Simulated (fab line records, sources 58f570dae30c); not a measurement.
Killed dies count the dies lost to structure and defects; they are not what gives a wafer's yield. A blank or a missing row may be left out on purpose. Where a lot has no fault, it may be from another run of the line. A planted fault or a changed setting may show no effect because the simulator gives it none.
Which of the tools did it? ; flow berkeley cmos170 ; 13 lots, 39 wafers sampled, at 5 steps of a route of 331

== WHAT EACH GAUGE READ, for each wafer ==
UCB170_GATE_THK_MEAS_05.
lot;measured;on;GATE_POLY_THK (nm)
L246;day 6 15:15;film metro-04;215.5 214.4 214.7
L247;day 6 15:15;film metro-03;215.2 213.7 213.5
L245;day 6 15:15;film metro-01;214.5 214.7 215.3
L248;day 7 02:16;film metro-04;217.2 213.1 214.7
L249;day 7 16:29;film metro-01;209.5 210.3 210.0
L252;day 7 16:30;film metro-03;215.0 215.0 215.0
L251;day 7 16:34;film metro-01;212.0 213.1 212.3
L256;day 8 12:40;film metro-03;215.5 215.9 213.7
L255;day 8 12:38;film metro-04;211.4 212.5 209.5
L260;day 9 05:54;film metro-04;232.7 231.6 231.0 232.7 231.4 231.1
L264;day 10 03:44;film metro-03;211.7 213.0 210.0
L266;day 10 03:46;film metro-04;217.0 216.2 216.8
L265;day 10 03:44;film metro-01;213.5 213.6 214.4

UCB170_PLDD_CD_MEAS_06: the cd target is 1200 nm.
lot;measured;on;cd nm (nm)
L246;day 6 18:48;cd sem-01;1198.5 1200.1 1198.7
L247;day 6 19:17;cd sem-01;1198.9 1199.0 1199.7
L245;day 6 18:04;cd sem-01;1197.6 1197.3 1198.0
L248;day 7 05:31;cd sem-02;1199.1 1198.8 1198.9
L249;day 7 19:01;cd sem-02;1199.9 1198.6 1198.8
L252;day 7 19:17;cd sem-01;1199.9 1200.2 1200.8
L251;day 7 19:49;cd sem-01;1200.8 1201.9 1201.5
L256;day 8 18:13;cd sem-02;1199.1 1200.7 1200.5
L255;day 8 17:59;cd sem-02;1200.1 1200.4 1199.4
L260;day 9 12:59;cd sem-02;1198.4 1198.4 1198.2
L264;day 10 07:46;cd sem-02;1200.4 1200.9 1201.2
L266;day 10 07:59;cd sem-01;1198.2 1199.2 1198.3
L265;day 10 07:13;cd sem-01;1197.1 1196.2 1196.4

== EACH LOT AND THE TOOL THAT RAN IT (in order: tool; ch and the chambers of the sampled wafers; start) ==
lot;UCB170_PFIELD_STRIP_08;UCB170_GATE_CVD_04;UCB170_GATE_ETCH_15
L246;plasma asher-01 ch 0,1, day 4 14:22;lpcvd-01 ch 0, day 6 13:51;rie si-01 ch 0,1,3, day 6 16:55
L247;plasma asher-01 ch 0,1, day 4 14:38;lpcvd-01 ch 0, day 6 13:51;rie si-02 ch 0,1,2, day 6 17:02
L245;plasma asher-04 ch 0,1, day 4 14:46;lpcvd-01 ch 1, day 6 13:51;rie si-02 ch 0,2,3, day 6 16:38
L248;plasma asher-01 ch 0,1, day 5 09:05;lpcvd-02 ch 1, day 7 00:51;rie si-01 ch 0,1,2, day 7 03:55
L249;plasma asher-04 ch 1, day 5 19:41;lpcvd-02 ch 1, day 7 14:23;rie si-02 ch 1,2, day 7 17:35
L252;plasma asher-04 ch 0,1, day 5 21:03;lpcvd-02 ch 0, day 7 14:23;rie si-01 ch 2,3, day 7 17:50
L251;plasma asher-02 ch 0,1, day 5 21:49;lpcvd-02 ch 0, day 7 14:23;rie si-02 ch 0,2, day 7 18:21
L256;plasma asher-02 ch 0,1, day 6 22:07;lpcvd-02 ch 0, day 8 11:13;rie si-02 ch 0,1,2, day 8 15:48
L255;plasma asher-04 ch 0,1, day 6 23:28;lpcvd-02 ch 0, day 8 11:13;rie si-02 ch 0,1,2, day 8 15:05
L260;plasma asher-01 ch 0,1, day 7 13:58;lpcvd-02 ch 0, day 9 04:30;rie si-02 ch 1,3, day 9 11:10
L264;plasma asher-01 ch 0,1, day 8 11:43;lpcvd-01 ch 1, day 10 02:20;rie si-01 ch 1,2,3, day 10 05:41
L266;plasma asher-04 ch 0,1, day 8 14:08;lpcvd-01 ch 0, day 10 02:20;rie si-02 ch 0,1, day 10 05:57
L265;plasma asher-02 ch 0,1, day 8 14:26;lpcvd-01 ch 1, day 10 02:20;rie si-02 ch 0,1,2, day 10 04:57
- UCB170_PFIELD_STRIP_08: strips in O2.
- UCB170_GATE_CVD_04: deposits poly-Si from SiH4, time 1440 s, target thk 214 nm.
- UCB170_GATE_ETCH_15: etches poly-Si in HBr/Cl2, stops on SiO2, time 56.3 s, target depth 278.2 nm.

== AS READ BY THE TOOLS THEMSELVES (means over the sampled wafers that have a number; for cases with no such wafer, the mark the record gives instead) ==
UCB170_PFIELD_STRIP_08.
lot;tool;drypump motor current A (A);oes product au (a.u.);strip time to endpoint s (s)
L246;plasma asher-01;5.50;0.734;21.58
L247;plasma asher-01;5.49;0.735;21.70
L245;plasma asher-04;5.34;0.735;21.66
L248;plasma asher-01;5.47;0.737;21.56
L249;plasma asher-04;5.47;0.732;21.67
L252;plasma asher-04;5.35;0.735;21.61
L251;plasma asher-02;5.30;0.734;21.70
L256;plasma asher-02;5.56;0.738;21.60
L255;plasma asher-04;5.19;0.737;21.70
L260;plasma asher-01;5.58;0.734;21.75
L264;plasma asher-01;5.48;0.738;21.74
L266;plasma asher-04;5.21;0.736;21.57
L265;plasma asher-02;5.57;0.735;21.57

UCB170_GATE_CVD_04.
lot;tool;pressure mtorr (mTorr)
L246;lpcvd-01;375.0
L247;lpcvd-01;374.8
L245;lpcvd-01;374.0
L248;lpcvd-02;374.0
L249;lpcvd-02;375.9
L252;lpcvd-02;375.7
L251;lpcvd-02;375.9
L256;lpcvd-02;375.1
L255;lpcvd-02;375.1
L260;lpcvd-02;449.8
L264;lpcvd-01;375.0
L266;lpcvd-01;374.6
L265;lpcvd-01;375.3

UCB170_GATE_ETCH_15.
lot;tool;drypump motor current A (A);oes product au (a.u.);throttle valve pct (%)
L246;rie si-01;6.1;0.826;26.47
L247;rie si-02;5.2;0.831;26.82
L245;rie si-02;5.3;0.837;26.70
L248;rie si-01;6.1;0.830;26.35
L249;rie si-02;5.2;0.817;26.97
L252;rie si-01;6.5;0.832;26.11
L251;rie si-02;5.2;0.843;26.78
L256;rie si-02;5.2;0.840;26.83
L255;rie si-02;5.2;0.828;26.83
L260;rie si-02;5.3;0.892;26.58
L264;rie si-01;6.3;0.826;26.20
L266;rie si-02;5.1;0.838;26.73
L265;rie si-02;5.2;0.832;26.83

== THE ANSWER, worked out from the rows above alone ==
Rule: usual is defined by the lots themselves. The widest of any qualifying gaps counts: lots, ordered by their means at a reading, are off when they make up no more than a third of the lots, leave a main group of 4 or more, and stand apart from it by 3 or more times the standard deviation of that group's means. If all means in a main group match to the digits the tables above print for the reading, that group is not used. Also off: a lot with no number at a reading for which 4 or more lots have one. The other lots that the step has rows for count as sound. After the gauges, taken in route order, come the tools' own readings; for these a lot's mean is taken, as printed above. At the first step where some lot is off, the reading lying furthest off is the one used; lots without a number count as furthest.
Off: L260, seen at UCB170_GATE_THK_MEAS_05 (GATE_POLY_THK). Mean 213.7 nm and standard deviation 1.9 in the main group.
If a tool, at a process step before that reading, ran all the lots that are off and no sound lot after the first of them, it fits. The gauges at UCB170_GATE_THK_MEAS_05 aren't tried: what is off there is off at UCB170_GATE_CVD_04 too, on other tools, and a gauge's error can't cause that. One candidate fits, namely lpcvd-02 at UCB170_GATE_CVD_04. Its last sound lot is L255 (day 8 11:13), its first lot that is off L260 (day 9 04:30): a fault that began between those two fits.
The tool's own readings at UCB170_GATE_CVD_04 bear it out: on the lots that are off they differ by more than 5 times the standard deviation of the sound lots' means. pressure mtorr reads 449.8 mTorr there against 375.0 mTorr on the sound lots.

== WHAT THE SIMULATOR HAD PUT IN ==
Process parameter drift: lpcvd-02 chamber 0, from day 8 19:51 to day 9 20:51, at UCB170_GATE_CVD_04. Setting pressure mtorr, moved by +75, from 375. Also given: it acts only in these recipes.
Shown lots that were struck: L260. The rule above reached the same finding.
